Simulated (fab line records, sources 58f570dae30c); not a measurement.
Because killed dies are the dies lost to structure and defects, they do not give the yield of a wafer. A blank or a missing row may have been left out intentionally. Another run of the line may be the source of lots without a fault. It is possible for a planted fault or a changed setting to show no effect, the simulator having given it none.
One fault seen from 2 desks / flow berkeley_cmos170 / only its own numbers are on each desk; what lay behind them is given at the end

== FROM THE METROLOGY DESK ==
Lot by lot, what the gauges showed, no matter which tool ran the lot: averages of those sampled wafers that carry a number. Any lot whose mean is over 4 standard deviations away from the usual mean is out of limits and marked OUT; that distance is given in the brackets.
Columns: A = ACTIVE_OXIDE_THK at UCB170_ACTIVE_THK_MEAS_03, usual 26.5 nm; B = PLDD_OVL at UCB170_PLDD_OVL_MEAS_07, usual -3 nm; C = SILICIDE_TI_RS at UCB170_SILICIDE_RS_MEAS_02, usual 25.27 ohm/sq; D = SILICIDE_TI_THK at UCB170_SILICIDE_THK_MEAS_03, usual 31.1 nm; E = V1_OVL at UCB170_V1_OVL_MEAS_13, usual 2 nm
lot=L513; first seen here=day 4 06:50; A=26.7; B=-4; C=24.93; D=31.6; E=8
lot=L514; first seen here=day 4 14:00; A=26.5; B=-4; C=25.46; D=30.9; E=8
lot=L517; first seen here=day 5 07:32; A=26.8; B=-2; C=25.08; D=31.4; E=8
lot=L518; first seen here=day 5 07:33; A=27.1; B=-8; C=25.35; D=31.0; E=0
lot=L519; first seen here=day 5 07:35; A=26.8; B=1; C=24.69; D=31.8; E=1
lot=L521; first seen here=day 5 18:53; A=26.2; B=-8; C=34.69 (+32) OUT; D=26.6 (-13) OUT; E=-1
lot=L522; first seen here=day 6 03:50; A=25.9; B=-1; C=25.48; D=30.8; E=4
lot=L527; first seen here=day 6 20:27; A=26.1; B=2; C=25.21; D=31.4; E=2
lot=L531; first seen here=day 7 17:13; A=26.3; B=2; C=25.71; D=30.7; E=-4
lot=L530; first seen here=day 7 17:16; A=26.2; B=-9; C=25.14; D=31.4; E=-6
lot=L532; first seen here=day 7 20:13; A=26.5; B=2; C=25.69; D=30.7; E=2
lot=L534; first seen here=day 8 03:38; A=26.7; B=-12; C=25.13; D=31.3; E=2
lot=L535; first seen here=day 8 09:00; A=26.9; B=-8; C=25.73; D=30.6; E=4
Finding of this desk: L521 out of limits, first seen on L521 at day 8 11:00 (SILICIDE_TI_RS at UCB170_SILICIDE_RS_MEAS_02). In limits: L513, L514, L517, L518, L519, L522, L527, L531, L530, L532, L534, L535.

== FOR THE TOOL OWNER'S DESK: pvd_sputter-04 ==
The tool's own readings at UCB170_SILICIDE_SPUTTER_01 (material Ti, target thk 30 nm, time 25.64 s): means of the sampled wafers that have a number, for each lot that ran on this tool. Any lot whose mean is over 4 standard deviations away from the usual mean is out of limits and marked OUT; that distance is given in the brackets.
Columns: A = cathode_dc_power_W at UCB170_SILICIDE_SPUTTER_01, usual 1500.0 W; B = throttle_valve_pct at UCB170_SILICIDE_SPUTTER_01, usual 30.1 %
lot=L514; first seen here=day 7 06:55; A=1499.9; B=29.7
lot=L518; first seen here=day 7 18:13; A=1500.0; B=28.8
lot=L519; first seen here=day 7 18:38; A=1500.1; B=29.8
lot=L521; first seen here=day 8 10:57; A=1499.9; B=29.7
lot=L535; first seen here=day 11 02:41; A=1499.8; B=30.2
This desk's finding: nothing out of limits on any of the 5 lots.

== BROUGHT TOGETHER ==
On L521, the metrology desk was in a position to raise an alarm at day 8 11:00.
The desk of the tool owner found nothing out of limits.
On record at the tool owner's desk: L521, within its limits.
All the named lots went through UCB170_SILICIDE_SPUTTER_01 on pvd_sputter-04.

== WHAT WAS PUT IN BY THE SIMULATOR ==
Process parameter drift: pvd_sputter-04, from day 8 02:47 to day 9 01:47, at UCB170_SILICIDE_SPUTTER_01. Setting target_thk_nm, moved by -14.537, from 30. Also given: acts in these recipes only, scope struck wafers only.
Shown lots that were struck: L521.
Hours from the fault's start to each desk's first reading out of limits: the metrology desk, 8.
